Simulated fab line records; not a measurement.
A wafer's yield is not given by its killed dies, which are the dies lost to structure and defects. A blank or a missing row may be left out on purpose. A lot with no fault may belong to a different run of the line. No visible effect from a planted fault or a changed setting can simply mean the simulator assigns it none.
fab line records -- flow rit-cmos
record: lots: 6, wafers: 18, last-day: 6
route steps=202 shown ACTIVE@3 M1@202
lots that met no fault: from a run of the same line without faults
start-h: start of the lot's first displayed wafer, in hours after the record's first day -- wait-h: how many hours have passed since the lot's step before this one -- " same as the row above -- L1.1+2: several wafers, shown together as one row -- - no value, or no start was given -- * or withheld: withheld -- < > ~ a bound
route shown NAME@n: a module of which the file shows steps, and the number in the route of the first -- usual: mean and standard deviation over wafers with no fault -- same: alike in all rows -- chamber/n: place in a boat -- sites: per-site readings -- _std_site: standard deviation of those values -- _edge_site: outer sites' mean less inner sites' -- radius-mm: how far each site lies from the wafer's centre -- mask NAME#n: copy n -- behind: tool/chamber where the wafer was last shaped -- hold: why the lot was held/for how many hours/how that ended -- device: the transistor (n, p or np) that didn't switch -- end of line: tests run on the same wafers once the route is complete -- a step given without rows: its recipe and nothing more -- killed: dies that structure and defects cost at the first sort, which is not the same as the wafer's yield -- map: dies across one wafer; x = killed, . = not, _ = none there
set.NAME: the setting that was run; set.NAME@STEP: the one run at that earlier step -- model.NAME: the simulator's own value behind a step, which no gauge read
lots seen at some steps along the route; tables by step, rows by wafer
services: a tool's chamber out of use, with start hour (start-h, from the record's first day; less than 0 if before it), hours out, and reason
== steps ==
step: RIT_ACTIVE_THK_MEAS_02
recipe: reads: SiO2_of_ACTIVE_OXIDATION_01
usual: ACTIVE_OXIDE_THK: 47.2/0.98
lot.wafer,tool,chamber,start-h,wait-h,ACTIVE_OXIDE_THK[nm]
L629.1,film-metro-01,-,22.12,0.0,47.4
L629.3,film-metro-01,-,22.12,0.0,47.9
L629.4,film-metro-01,-,22.12,0.0,47.0
L633.1,film-metro-01,-,42.05,0.0,46.9
L633.2,film-metro-01,-,42.05,0.0,47.4
L633.5,film-metro-01,-,42.05,0.0,47.0
L638.1,film-metro-03,-,67.05,0.0,47.4
L638.4,film-metro-03,-,67.05,0.0,48.1
L638.6,film-metro-03,-,67.05,0.0,47.6
L639.1,film-metro-01,-,72.05,0.0,46.7
L639.5,film-metro-01,-,72.05,0.0,47.2
L639.6,film-metro-01,-,72.05,0.0,48.0
L640.1,film-metro-03,-,77.05,0.0,45.8
L640.5,film-metro-03,-,77.05,0.0,46.9
L640.6,film-metro-03,-,77.05,0.0,47.5
L643.1,film-metro-01,-,92.05,0.0,45.5
L643.5,film-metro-01,-,92.05,0.0,45.2
L643.6,film-metro-01,-,92.05,0.0,46.1
step: RIT_ACTIVE_CVD_03
recipe: material: Si3N4, target-thk-nm: 150, temp-c: 810, precursor: SiH2Cl2/NH3, time-s: 1440, pressure-mtorr: 300, sih2cl2-flow-sccm: 60, nh3-flow-sccm: 150
step: RIT_ACTIVE_THK_MEAS_04
recipe: reads: Si3N4_of_ACTIVE_CVD_03
usual: ACTIVE_NITRIDE_THK: 143.9/1.4
lot.wafer,tool,chamber,start-h,wait-h,ACTIVE_NITRIDE_THK[nm]
L629.1,film-metro-02,-,23.95,0.0,145.6
L629.3,film-metro-02,-,23.95,0.0,144.7
L629.4,film-metro-02,-,23.95,0.0,146.2
L633.1,film-metro-02,-,43.53,0.0,145.4
L633.2,film-metro-02,-,43.53,0.0,145.8
L633.5,film-metro-02,-,43.53,0.0,146.1
L638.1,film-metro-02,-,68.53,0.0,145.2
L638.4,film-metro-02,-,68.53,0.0,144.6
L638.6,film-metro-02,-,68.53,0.0,145.4
L639.1,film-metro-02,-,73.53,0.0,142.1
L639.5,film-metro-02,-,73.53,0.0,141.8
L639.6,film-metro-02,-,73.53,0.0,142.9
L640.1,film-metro-03,-,78.53,0.0,144.0
L640.5,film-metro-03,-,78.53,0.0,143.6
L640.6,film-metro-03,-,78.53,0.0,146.3
L643.1,film-metro-02,-,94.24,0.0,141.9
L643.5,film-metro-02,-,94.24,0.0,143.0
L643.6,film-metro-02,-,94.24,0.0,142.6
step: RIT_ACTIVE_HMDS_05
recipe: prime-time-s: 60, prime-temp-c: 140
step: RIT_ACTIVE_COAT_06
recipe: resist: NOVOLAK, spin-rpm: 3250, resist-thk-nm: 1000
step: RIT_ACTIVE_SOFTBAKE_07
recipe: resist: NOVOLAK, temp-c: 90, time-s: 60
step: RIT_ACTIVE_EXPOSE_08
recipe: mask-id: M1, na: 0.6, source-shape: conventional, sigma-outer: 0.6, target-cd-nm: 1400, dose-mj: 225
step: RIT_ACTIVE_PEB_09
recipe: resist: NOVOLAK, temp-c: withheld, time-s: withheld
step: RIT_ACTIVE_DEVELOP_10
recipe: resist: NOVOLAK, develop-time-s: 50, dev-temp-c: 23
step: RIT_ACTIVE_CD_MEAS_11
recipe: target-cd-nm: 1400
usual: cd-nm: 1400.0/2.4
lot.wafer,tool,chamber,start-h,wait-h,cd-nm
L629.1,cd-sem-02,-,24.99,-,1398.7
L629.3,cd-sem-02,-,24.99,-,1397.4
L629.4,cd-sem-02,-,24.99,-,1399.3
L633.1,cd-sem-01,-,44.44,-,1402.1
L633.2,cd-sem-01,-,44.44,-,1401.3
L633.5,cd-sem-01,-,44.44,-,1399.8
L638.1,cd-sem-01,-,69.56,-,1401.1
L638.4,cd-sem-01,-,69.56,-,1400.9
L638.6,cd-sem-01,-,69.56,-,1400.7
L639.1,cd-sem-02,-,74.58,-,1401.7
L639.5,cd-sem-02,-,74.58,-,1400.3
L639.6,cd-sem-02,-,74.58,-,1399.8
L640.1,cd-sem-01,-,79.56,-,1396.7
L640.5,cd-sem-01,-,79.56,-,1396.7
L640.6,cd-sem-01,-,79.56,-,1398.0
L643.1,cd-sem-02,-,95.27,-,1401.6
L643.5,cd-sem-02,-,95.27,-,1401.1
L643.6,cd-sem-02,-,95.27,-,1398.8
step: RIT_ACTIVE_HARDBAKE_12
recipe: resist: NOVOLAK, temp-c: 140, time-s: 60
step: RIT_ACTIVE_ETCH_13
recipe: stop-on: SiO2, chemistry: SF6, target: Si3N4, time-s: 210, over-etch-frac: 0.4, SF6_flow_sccm: 200, pressure-mtorr: 260, rf-w: 127.3, target-depth-a: 2100
usual: chamber-pressure-mTorr: 260.00/0.24, drypump-motor-current-A: 5.97/0.3, oes-product-au: 0.801/0.013, throttle-valve-pct: 7.42/0.13
lot.wafer,tool,chamber,start-h,wait-h,chamber-pressure-mTorr,drypump-motor-current-A,oes-product-au,rf-hours-counter-h,throttle-valve-pct
L629.1,rie-diel-01,3,25.26,0.1,260.00,5.79,0.808,66,7.49
L629.3,rie-diel-01,2,25.26,0.1,260.35,5.82,0.807,6,7.52
L629.4,rie-diel-01,1,25.26,0.1,260.05,6.24,0.799,3,7.32
L633.1,rie-diel-01,1,44.71,0.1,260.15,6.23,0.797,4,7.31
L633.2,rie-diel-01,0,44.71,0.1,259.93,6.22,0.820,26,7.37
L633.5,rie-diel-01,0,44.71,0.1,259.86,6.26,0.825,-,7.39
L638.1,rie-diel-03,3,69.83,0.1,260.32,5.75,0.815,6,7.27
L638.4,rie-diel-03,2,69.83,0.1,260.07,6.32,0.793,106,7.16
L638.6,rie-diel-03,1,69.83,0.1,259.90,5.74,0.812,-,7.70
L639.1,rie-diel-02,2,74.85,0.1,260.23,5.76,0.803,56,7.48
L639.5,rie-diel-02,1,74.85,0.1,260.27,6.45,0.779,-,7.44
L639.6,rie-diel-02,0,74.85,0.1,260.52,5.96,0.780,-,7.48
L640.1,rie-diel-01,0,79.83,0.1,260.10,6.22,0.825,26,7.39
L640.5,rie-diel-01,0,79.83,0.1,259.90,6.23,0.821,-,7.36
L640.6,rie-diel-01,3,79.83,0.1,259.85,5.80,0.807,-,7.49
L643.1,rie-diel-03,2,95.62,0.1,259.89,6.30,0.789,106,7.15
L643.5,rie-diel-03,1,95.62,0.1,259.93,5.71,0.801,-,7.68
L643.6,rie-diel-03,2,95.62,0.1,259.93,6.30,0.790,-,7.15
step: RIT_ACTIVE_STRIP_14
recipe: chemistry: O2, time-s: 180, resist: NOVOLAK, platen-temp-c: withheld, power-w: 500, pressure-mtorr: 4000, o2-flow-sccm: 4000
usual: chamber-pressure-mTorr: 4000/3.4, drypump-motor-current-A: 5.91/0.26
lot.wafer,tool,chamber,start-h,wait-h,chamber-pressure-mTorr,drypump-motor-current-A,rf-hours-counter-h
L629.1,plasma-asher-03,0,25.39,0.1,3999,6.12,25
L629.3,plasma-asher-03,1,25.39,0.1,4005,5.76,-
L629.4,plasma-asher-03,0,25.39,0.1,3999,6.13,-
L633.1,plasma-asher-01,0,44.84,0.1,3997,6.16,37
L633.2,plasma-asher-01,1,44.84,0.1,4000,5.23,37
L633.5,plasma-asher-01,1,44.84,0.1,3998,5.22,-
L638.1,plasma-asher-03,0,69.97,0.1,5996,6.10,31
L638.4,plasma-asher-03,0,69.97,0.1,6000,6.10,-
L638.6,plasma-asher-03,1,69.97,0.1,4004,5.71,-
L639.1,plasma-asher-03,0,74.98,0.1,6001,6.10,31
L639.5,plasma-asher-03,0,74.98,0.1,6001,6.13,-
L639.6,plasma-asher-03,1,74.98,0.1,4002,5.76,-
L640.1,plasma-asher-02,1,79.97,0.1,3999,6.01,45
L640.5,plasma-asher-02,1,79.97,0.1,3996,6.01,-
L640.6,plasma-asher-02,0,79.97,0.1,4002,5.98,-
L643.1,plasma-asher-01,1,95.76,0.1,4000,5.24,42
L643.5,plasma-asher-01,0,95.76,0.1,4004,6.18,-
L643.6,plasma-asher-01,1,95.76,0.1,4002,5.23,-
step: RIT_ACTIVE_CD_MEAS_90
recipe: target-cd-nm: 1400
usual: cd-nm: 1399.9/2.4
lot.wafer,tool,chamber,start-h,wait-h,cd-nm
L629.1,cd-sem-01,-,25.57,0.1,1398.4
L629.3,cd-sem-01,-,25.57,0.1,1397.3
L629.4,cd-sem-01,-,25.57,0.1,1398.7
L633.1,cd-sem-02,-,45.02,0.1,1401.4
L633.2,cd-sem-02,-,45.02,0.1,1401.3
L633.5,cd-sem-02,-,45.02,0.1,1398.9
L638.1,cd-sem-02,-,70.14,0.1,1401.3
L638.4,cd-sem-02,-,70.14,0.1,1400.3
L638.6,cd-sem-02,-,70.14,0.1,1400.5
L639.1,cd-sem-01,-,75.16,0.1,1401.4
L639.5,cd-sem-01,-,75.16,0.1,1401.0
L639.6,cd-sem-01,-,75.16,0.1,1399.9
L640.1,cd-sem-01,-,80.14,0.1,1396.4
L640.5,cd-sem-01,-,80.14,0.1,1396.8
L640.6,cd-sem-01,-,80.14,0.1,1397.7
L643.1,cd-sem-01,-,95.93,0.1,1401.4
L643.5,cd-sem-01,-,95.93,0.1,1401.0
L643.6,cd-sem-01,-,95.93,0.1,1398.8
step: RIT_M1_PROBE_99
usual: killed-at-contacts: 0.1/0.29, killed-at-front-end: 6.3/2.8, killed-dies: 6.4/2.8, killed-open: 3.3/1.7, killed-short: 3.1/1.9
same: gross-dies: 264, killed_at_M0_to_M3: 0, killed_at_M4_up: 0, killed-at-back-side: 0, killed-at-other: 0
lot.wafer,tool,chamber,start-h,wait-h,killed-at-contacts,killed-at-front-end,killed-dies,killed-open,killed-short
L629.1,prober-01,-,68.46,0.1,0,6,6,3,3
L629.3,prober-01,-,68.56,0.2,0,11,11,7,4
L629.4,prober-01,-,68.61,0.2,0,4,4,3,1
L638.1,prober-02,-,112.70,0.1,1,7,8,3,4
L638.4,prober-02,-,112.85,0.2,0,6,6,6,0
L638.6,prober-02,-,112.95,0.2,1,3,4,2,1
L639.1,prober-01,-,119.21,0.1,0,6,6,3,3
L639.5,prober-01,-,119.41,0.2,0,6,6,3,3
L639.6,prober-01,-,119.46,0.2,0,6,6,3,3
L640.1,prober-01,-,128.68,0.1,0,7,7,4,3
L640.5,prober-01,-,128.88,0.2,0,4,4,2,2
L640.6,prober-01,-,128.93,0.2,0,10,10,5,5
L643.1,prober-01,-,136.49,0.1,0,5,5,4,1
L643.5,prober-01,-,136.69,0.2,0,3,3,3,0
L643.6,prober-01,-,136.74,0.2,0,4,4,1,3
killed by level:class
L629.1 SILICIDE:geometric-particle:open=2 FOX1:geometric-particle:short=1 GATE:geometric-particle:open=1 SPACER:geometric-particle:short=1 SILICIDE:geometric-particle:short=1
L629.3 GATE:geometric-particle:open=5 GATE:geometric-particle:short=2 FOX2:geometric-particle:open=1 REOX:geometric-particle:short=1 SPACER:geometric-particle:open=1 SILICIDE:geometric-particle:short=1
L629.4 FOX1:geometric-particle:short=1 GATE:geometric-particle:open=1 REOX:geometric-particle:open=1 SILICIDE:geometric-particle:open=1
L638.1 REOX:geometric-particle:open=2 REOX:geometric-particle:short=2 FOX1:geometric-particle:open=1 GATE:geometric-particle:short=1 SILICIDE:geometric-particle:short=1 CONTACT:coat-microbubble-printed=1
L638.4 REOX:geometric-particle:open=3 FOX1:geometric-particle:open=1 FOX2:geometric-particle:open=1 GATE:geometric-particle:open=1
L638.6 GATE:geometric-particle:short=1 REOX:geometric-particle:open=1 SILICIDE:geometric-particle:open=1 CONTACT:coat-microbubble-printed=1
L639.1 FOX1:geometric-particle:short=3 REOX:geometric-particle:open=2 GATE:geometric-particle:open=1
L639.5 REOX:geometric-particle:open=2 SPACER:geometric-particle:short=2 GATE:geometric-particle:short=1 SPACER:geometric-particle:open=1
L639.6 REOX:geometric-particle:open=2 GATE:geometric-particle:short=1 REOX:geometric-particle:short=1 SPACER:geometric-particle:short=1 SPACER:geometric-particle:open=1
L640.1 FOX1:geometric-particle:short=2 REOX:geometric-particle:open=2 GATE:geometric-particle:short=1 GATE:geometric-particle:open=1 SPACER:geometric-particle:open=1
L640.5 SILICIDE:geometric-particle:short=2 SILICIDE:geometric-particle:open=2
L640.6 FOX1:geometric-particle:short=2 GATE:geometric-particle:open=2 SILICIDE:geometric-particle:short=2 SILICIDE:geometric-particle:open=2 FOX1:geometric-particle:open=1 GATE:geometric-particle:short=1
L643.1 FOX1:geometric-particle:open=1 GATE:geometric-particle:open=1 GATE:geometric-particle:short=1 REOX:geometric-particle:open=1 SILICIDE:geometric-particle:open=1
L643.5 FOX2:geometric-particle:open=1 GATE:geometric-particle:open=1 REOX:geometric-particle:open=1
L643.6 REOX:geometric-particle:short=2 GATE:geometric-particle:short=1 GATE:geometric-particle:open=1
== services ==
tool,chamber,start-h,hours,kind
rie-diel-03,3,5.38,5.9,repair
rie-diel-03,2,24.80,7.3,repair
rie-diel-02,0,60.45,4.0,repair
plasma-asher-03,-,71.77,2.8,pm
== key ==
first-sign: step: RIT_ACTIVE_STRIP_14, reading: chamber-pressure-mTorr, direction: up, sigmas: 99+, usual: 4000, struck: 5999
effect none on later readings
met-at RIT_ACTIVE_STRIP_14
struck-wafers L638.1,L638.4,L639.1,L639.5
tester-left-out L638,L639
onset-between 25.39 69.97
fault: kind: process-parameter-drift, tool: plasma-asher-03, chamber: 0, onset-h: 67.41, steps: RIT_ACTIVE_STRIP_14, channel: pressure-mtorr, offset: 2000, shape: step, end-h: 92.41, acts-in: these-recipes-only, stated: 4000
tester-left-out: of these lots the tester's yield and bins aren't shown, on N5 and GAA mostly nor the transistor test; their killed dies are dies lost to structure and defects alone, not to doping, threshold or leakage, so they don't give the yield
